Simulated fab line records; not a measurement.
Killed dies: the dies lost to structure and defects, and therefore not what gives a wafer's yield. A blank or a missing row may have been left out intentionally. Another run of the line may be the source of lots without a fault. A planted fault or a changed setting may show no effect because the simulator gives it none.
Comparing a struck lot with a sound one ; flow ritCmos ; 20 steps out of a route of 202
Sound: these wafers, L324.1, L324.3, L324.5. Wafers L335.3, L335.4, L335.5 were the ones struck. The cause is named last.
Per side, at each step with rows, come the tool, then ch with its chambers, and then its first start. Under that, the readings that differ: sound wafers ; struck wafers ; difference of the means ; sigmas: that difference in standard deviations of wafers without a fault.
alike: same words and numbers on both sides, and readings whose means sit less than 2 such deviations apart. not compared: any withheld reading, any reading some wafer has no value for, any bound like >300 that may hide the same value, and any number with overlapping values for which the record gives no deviation.
The two part at a step that has a row with sigmas, a row that says differs or no value, or rows on one side only. Numbers that have no deviation but don't overlap get no sigmas and don't part them. A reading that every wafer of one side lacks parts them only if that side has two wafers or more.

first, 2 steps without rows for these wafers: RIT_NLDD_PEB_04; RIT_NLDD_DEVELOP_05 (develop time 50 s).
RIT_NLDD_OVL_MEAS_06:
  sound on overlay-01 at day 2 19:37; struck on overlay-01 at day 5 05:16
  alike: NLDD_OVL
then, 2 steps without rows for these wafers: RIT_NLDD_HARDBAKE_07 (time 60 s); RIT_NLDD_IMPLANT_08.
RIT_NLDD_STRIP_09: strips in O2, time 180 s.
  sound on plasmaAsher-01 ch 0,1, day 2 19:56; struck on plasmaAsher-03 ch 0,1, day 5 05:39
  alike: drypumpMotorCurrentA, o2FlowSccm
  not compared: rfHoursCounterH
RIT_NLDD_TW_MEAS_10:
  sound on filmMetro-01 at day 2 20:07; struck on filmMetro-03 at day 5 05:47
reading;sound;struck;difference;sigmas
NLDD_TW;2512 2489 2498;2456 2457 2467;-40;-2
then, 5 steps without rows for these wafers: RIT_PLDD_HMDS_00 (prime time 60 s); RIT_PLDD_COAT_01 (resist thk 1000 nm); RIT_PLDD_SOFTBAKE_02 (time 60 s); RIT_PLDD_EXPOSE_03 (exposes mask M8, target cd 40900 nm); RIT_PLDD_PEB_04.
RIT_PLDD_DEVELOP_05: develop time 50 s.
  sound on lithoTrack-01 ch 0, day 2 21:00; struck on lithoTrack-01 ch 0, day 5 06:00
  alike: exhaustPa
RIT_PLDD_OVL_MEAS_06:
  sound on overlay-01 at day 2 21:09; struck on overlay-01 at day 5 06:41
  alike: PLDD_OVL
then, 2 steps without rows for these wafers: RIT_PLDD_HARDBAKE_07 (time 60 s); RIT_PLDD_IMPLANT_08.
RIT_PLDD_STRIP_09: strips in O2, time 180 s.
  sound on plasmaAsher-02 ch 0,1, day 2 21:29; struck on plasmaAsher-04 ch 0,1, day 5 07:04
  alike: drypumpMotorCurrentA, o2FlowSccm
  not compared: rfHoursCounterH
RIT_PLDD_TW_MEAS_10:
  sound on filmMetro-03 at day 2 21:40; struck on filmMetro-01 at day 5 07:13
reading;sound;struck;difference;sigmas
PLDD_TW;2305 2322 2326;30 30 30;-2288;-99 or more
then, 1 step without rows for these wafers: RIT_SPACER_CLEAN_00 (cleans in SC1, time 600 s).
RIT_M1_PROBE_99:
  rows exist in the record for the struck wafers here (prober-02, day 5 21:14), but not for the sound ones

## WHERE THEY PART
Last at RIT_M1_PROBE_99 as far as this record goes, first at RIT_NLDD_TW_MEAS_10.

WHY: what had been put in by the simulator
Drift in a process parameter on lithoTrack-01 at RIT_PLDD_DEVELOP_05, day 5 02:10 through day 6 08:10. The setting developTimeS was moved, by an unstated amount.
